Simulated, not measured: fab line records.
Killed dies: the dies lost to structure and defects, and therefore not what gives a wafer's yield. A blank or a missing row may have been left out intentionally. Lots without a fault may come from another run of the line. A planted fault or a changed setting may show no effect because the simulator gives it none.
Which tool did it? -- flow rit_cmos -- 36 wafers from 12 lots sampled at 2 of the route's 202 steps

WHAT THE GAUGES READ, wafer by wafer
The record lacks any reading of a measuring or inspecting step that a usual standard deviation could be used to judge.

TOOL THAT RAN EACH LOT (tool first, then ch and the chambers of the sampled wafers, then the start)
lot,RIT_NRETRO_SOFTBAKE_02,RIT_M1_PROBE_99
L233,"litho_track-01 ch 0, day 2 13:22",-
L234,"litho_track-01 ch 0, day 2 15:21",-
L235,"litho_track-01 ch 0, day 2 18:26",-
L236,"litho_track-01 ch 0, day 2 21:00",-
L237,"litho_track-02 ch 0, day 3 01:57",-
L238,"litho_track-01 ch 0, day 3 07:18",-
L239,"litho_track-01 ch 0, day 3 12:27",-
L247,"litho_track-01 ch 0, day 5 02:26",-
L249,"litho_track-01 ch 0, day 5 12:17","prober-02, day 6 17:08"
L253,"litho_track-02 ch 0, day 6 08:37","prober-02, day 7 12:44"
L254,"litho_track-02 ch 0, day 6 13:41",-
L256,"litho_track-04 ch 0, day 6 23:52",-
- RIT_NRETRO_SOFTBAKE_02: time 60 s.
- RIT_M1_PROBE_99

WHAT THE TOOLS THEMSELVES READ (means of the sampled wafers that have a number; where no wafer has one, the mark that the record gives instead)
RIT_NRETRO_SOFTBAKE_02. Usual: exhaust_pa 44.9 Pa, standard deviation 0.89; plate_temp_C 90.03 C, standard deviation 0.13; run_length_s 89.04 s, standard deviation 0.13.
lot,tool,exhaust_pa (Pa),plate_temp_C (C),run_length_s (s),flag
L233,litho_track-01,44.6,89.95,89.05,
L234,litho_track-01,45.4,90.03,89.01,
L235,litho_track-01,44.2,90.02,88.99,
L236,litho_track-01,43.6,89.99,89.06,
L237,litho_track-02,44.6,90.03,89.00,
L238,litho_track-01,44.2,90.06,88.93,
L239,litho_track-01,45.1,90.07,89.04,
L247,litho_track-01,45.0,89.98,94.53,OFF
L249,litho_track-01,46.4,90.05,94.51,OFF
L253,litho_track-02,46.1,90.09,89.04,
L254,litho_track-02,44.7,90.29,89.06,
L256,litho_track-04,44.2,89.92,88.84,

RIT_M1_PROBE_99. Usual: killed_at_M0_to_M3 0.0, standard deviation 0.083; killed_at_contacts 0.0, standard deviation 0.22; killed_at_front_end 7, standard deviation 3.2; killed_dies 7, standard deviation 3.2; killed_open 3.2, standard deviation 2.1; killed_short 3.5, standard deviation 2.2.
lot,tool,killed_at_M0_to_M3,killed_at_contacts,killed_at_front_end,killed_dies,killed_open,killed_short,flag
L249,prober-02,0.0,0.0,6,6,2.3,3.3,
L253,prober-02,0.0,0.0,6,6,3.7,2.3,

THE ANSWER, worked out from the rows above alone
Rule: a lot is off if the mean of its wafers that have a number lies more than 3 standard deviations from the usual mean. Also off: a lot with no number at a reading for which 4 or more lots have one. Any other lot the step has rows for is counted as sound. After the gauges, taken in route order, come the tools' own readings; for these a lot's mean is taken, as printed above. At the first step where some lot is off, the reading lying furthest off is the one used; lots without a number count as furthest.
Off at RIT_NRETRO_SOFTBAKE_02 (run_length_s): L247, L249.
If a tool, at that step or one of the process steps before it, ran each lot that is off and ran no sound lot following the first of them, it fits. One fits: RIT_NRETRO_SOFTBAKE_02 on litho_track-01. Its last sound lot is L239 (day 3 12:27), its first lot that is off L247 (day 5 02:26): a fault that began between those two fits.
On the lots that are off, the tool's own readings at RIT_NRETRO_SOFTBAKE_02 differ by more than 5 times the standard deviation of the sound lots' means, which bears it out; run_length_s reads 94.52 s there versus 89.00 s on the sound lots.

WHAT WAS PUT IN BY THE SIMULATOR
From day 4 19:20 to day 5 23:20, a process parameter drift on litho_track-01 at RIT_NRETRO_SOFTBAKE_02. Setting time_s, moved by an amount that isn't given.
Struck lots among those shown: L247, L249. The same result came from the rule above.
